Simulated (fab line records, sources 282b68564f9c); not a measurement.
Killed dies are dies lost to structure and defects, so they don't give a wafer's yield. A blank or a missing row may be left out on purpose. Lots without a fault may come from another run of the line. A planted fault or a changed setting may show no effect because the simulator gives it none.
Which tool did it? | flow rit_cmos | 15 lots, 45 wafers sampled, at 5 steps of a route of 202

WHAT THE GAUGES READ, wafer by wafer
RIT_GATE_OVL_MEAS_17. Usual: GATE_OVL 0.3 nm, standard deviation 1.2.
lot  | measured    | on         | GATE_OVL (nm)  | flag
L668 | day 2 12:34 | overlay-01 | -0.9 -1.1 -0.1 |
L669 | day 2 18:53 | overlay-02 | -0.8 0.4 0.9   |
L670 | day 3 00:04 | overlay-02 | 1.8 1.8 1.1    |
L671 | day 3 05:11 | overlay-01 | -2.8 -0.8 -0.6 |
L672 | day 3 09:34 | overlay-02 | -0.2 -0.1 0.6  |
L673 | day 3 13:38 | overlay-01 | 0.1 0.5 0.2    |
L674 | day 3 18:24 | overlay-02 | 1.0 0.0 0.5    |
L676 | day 4 05:27 | overlay-02 | 1.2 0.7 0.6    |
L680 | day 5 04:16 | overlay-02 | -0.6 -1.0 0.1  |
L681 | day 5 10:47 | overlay-02 | 1.7 -0.1 1.2   |
L682 | day 5 12:45 | overlay-01 | 1.9 2.1 1.9    |
L683 | day 5 16:43 | overlay-01 | -1.1 -1.0 0.9  |
L687 | day 6 12:26 | overlay-02 | 1.0 1.0 1.2    |
L688 | day 6 16:13 | overlay-01 | 1.1 1.3 0.6    |
L689 | day 6 23:41 | overlay-02 | -1.8 -0.5 -0.4 |

RIT_NLDD_TW_MEAS_10. Usual: NLDD_TW 2476, standard deviation 17.
lot  | measured    | on            | NLDD_TW        | flag
L668 | day 2 18:07 | film_metro-02 | 2489 2489 2490 |
L669 | day 2 23:59 | film_metro-04 | 2469 2464 2476 |
L670 | day 3 05:07 | film_metro-04 | 2465 2460 2446 |
L671 | day 3 10:07 | film_metro-02 | 2490 2485 2485 |
L672 | day 3 14:38 | film_metro-01 | 2505 2491 2484 |
L673 | day 3 18:43 | film_metro-01 | 2491 2483 2491 |
L674 | day 3 23:29 | film_metro-01 | 2495 2474 2488 |
L676 | day 4 10:24 | film_metro-04 | 2460 2453 2459 |
L680 | day 5 09:29 | film_metro-01 | 2477 2482 2470 |
L681 | day 5 17:32 | film_metro-01 | 2473 2477 2470 |
L682 | day 5 17:49 | film_metro-04 | 2477 2481 2475 |
L683 | day 5 21:46 | film_metro-02 | 2478 2487 2478 |
L687 | day 6 18:02 | film_metro-01 | 2497 2496 2498 |
L688 | day 6 21:37 | film_metro-04 | 2448 2449 2459 |
L689 | day 7 04:44 | film_metro-04 | 2480 2476 2475 |

RIT_PSD_OVL_MEAS_06. Usual: PSD_OVL 0.0 nm, standard deviation 1.3.
lot  | measured    | on         | PSD_OVL (nm)                              | flag
L668 | day 3 00:24 | overlay-01 | 0.0 -0.9 1.3                              |
L669 | day 3 06:29 | overlay-02 | 0.6 2.2 0.4                               |
L670 | day 3 11:50 | overlay-01 | 0.2 -0.9 -0.1                             |
L671 | day 3 16:37 | overlay-01 | -0.6 -1.7 -0.9                            |
L672 | day 3 21:09 | overlay-01 | 0.1 0.9 0.6                               |
L673 | day 4 01:36 | overlay-02 | -0.3 0.4 -0.4                             |
L674 | day 4 06:17 | overlay-02 | 0.0 1.1 0.7                               |
L676 | day 4 16:55 | overlay-01 | 3536.1 3536.0 3536.8 3538.3 3538.5 3539.4 | OFF
L680 | day 5 16:06 | overlay-02 | 3535.0 3537.0 3536.5 3537.3 3539.0 3539.2 | OFF
L681 | day 6 01:16 | overlay-02 | 3537.4 3537.4 3537.8 3540.1 3539.8 3540.3 | OFF
L682 | day 6 00:37 | overlay-02 | 0.8 2.0 1.6                               |
L683 | day 6 04:09 | overlay-01 | -1.1 -0.2 -1.7                            |
L687 | day 7 00:53 | overlay-02 | -0.3 -1.4 0.1                             |
L688 | day 7 03:51 | overlay-01 | -0.4 -1.3 -1.5                            |
L689 | day 7 11:01 | overlay-01 | 1.8 2.1 1.8                               |

RIT_SILICIDE_RS_MEAS_02: measures by four-point-probe. Usual: SILICIDE_TI_RS 47.9 ohm/sq, standard deviation 0.61.
lot  | measured    | on            | SILICIDE_TI_RS (ohm/sq) | flag
L668 | day 3 02:06 | film_metro-03 | 48.2 47.6 48.2          |
L669 | day 3 08:10 | film_metro-01 | 47.5 47.2 47.8          |
L670 | day 3 13:31 | film_metro-02 | 48.2 47.8 47.4          |
L671 | day 3 18:18 | film_metro-03 | 47.8 48.7 48.7          |
L672 | day 3 22:52 | film_metro-01 | 47.3 47.5 47.6          |
L673 | day 4 03:20 | film_metro-01 | 48.5 48.8 48.3          |
L674 | day 4 07:58 | film_metro-03 | 47.2 47.3 47.1          |
L682 | day 6 02:19 | film_metro-03 | 48.2 47.9 47.8          |
L683 | day 6 05:55 | film_metro-02 | 47.5 47.8 47.1          |
L687 | day 7 02:31 | film_metro-01 | 47.1 47.5 47.0          |
L688 | day 7 05:32 | film_metro-02 | 49.2 49.3 49.1          |
L689 | day 7 12:42 | film_metro-01 | 47.9 47.7 48.3          |

WHICH TOOL RAN EACH LOT (tool, then ch and the chambers of the sampled wafers, then the start)
lot  | RIT_PSD_EXPOSE_03
L668 | iline_stepper-01 ch 0, day 3 00:02
L669 | iline_stepper-01 ch 0, day 3 06:05
L670 | iline_stepper-02 ch 0, day 3 11:26
L671 | iline_stepper-01 ch 0, day 3 16:13
L672 | iline_stepper-01 ch 0, day 3 20:46
L673 | iline_stepper-02 ch 0, day 4 01:12
L674 | iline_stepper-02 ch 0, day 4 05:53
L676 | iline_stepper-01 ch 0, day 4 16:33
L680 | iline_stepper-01 ch 0, day 5 15:42
L681 | iline_stepper-01 ch 0, day 6 00:52
L682 | iline_stepper-02 ch 0, day 6 00:15
L683 | iline_stepper-02 ch 0, day 6 03:45
L687 | iline_stepper-02 ch 0, day 7 00:29
L688 | iline_stepper-02 ch 0, day 7 03:28
L689 | iline_stepper-02 ch 0, day 7 10:37
- RIT_PSD_EXPOSE_03: exposes mask M10, target cd 40900 nm.

WHAT THE TOOLS THEMSELVES READ (means of the sampled wafers that have a number; where no wafer has one, the mark that the record gives instead)
RIT_PSD_EXPOSE_03. Usual: focus_offset_nm 0.0 nm, standard deviation 0.5.
lot  | tool             | focus_offset_nm (nm) | flag
L668 | iline_stepper-01 | 0.4                  |
L669 | iline_stepper-01 | -0.8                 |
L670 | iline_stepper-02 | -0.1                 |
L671 | iline_stepper-01 | 0.0                  |
L672 | iline_stepper-01 | 0.2                  |
L673 | iline_stepper-02 | 0.4                  |
L674 | iline_stepper-02 | 0.2                  |
L676 | iline_stepper-01 | 0.4                  |
L680 | iline_stepper-01 | -0.5                 |
L681 | iline_stepper-01 | 0.6                  |
L682 | iline_stepper-02 | 0.1                  |
L683 | iline_stepper-02 | -0.1                 |
L687 | iline_stepper-02 | 0.5                  |
L688 | iline_stepper-02 | -0.1                 |
L689 | iline_stepper-02 | -0.1                 |

THE ANSWER, worked out from the rows above alone
Rule: a lot is off if the mean of its wafers that have a number lies more than 3 standard deviations from the usual mean. A lot without any number at a reading at which 4 lots or more have one is off too. The other lots that the step has rows for count as sound. The gauges are gone through in route order, then the tools' own readings, and for those a lot's mean is taken as printed above. The first step at which some lot is off is used, and at that step the reading that is off furthest; a lot without a number counts as furthest.
Off: L676, L680, L681, at RIT_PSD_OVL_MEAS_06 (PSD_OVL).
A tool fits if, at a process step before that reading, it ran every lot that is off, and no sound lot after the first of them. The gauges at RIT_PSD_OVL_MEAS_06 are tried like those tools. One fits: iline_stepper-01 at RIT_PSD_EXPOSE_03. Its last sound lot is L672 (day 3 20:46), its first lot that is off L676 (day 4 16:33): a fault that began between those two fits.

WHAT THE SIMULATOR HAD PUT IN
Scanner matching overlay: iline_stepper-01, from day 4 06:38 on, at RIT_PSD_EXPOSE_03. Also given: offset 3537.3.
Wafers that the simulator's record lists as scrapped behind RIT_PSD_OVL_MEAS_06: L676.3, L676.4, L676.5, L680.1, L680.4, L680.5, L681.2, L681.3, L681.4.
Lots struck among those shown: L676, L680, L681. The rule above found the same.
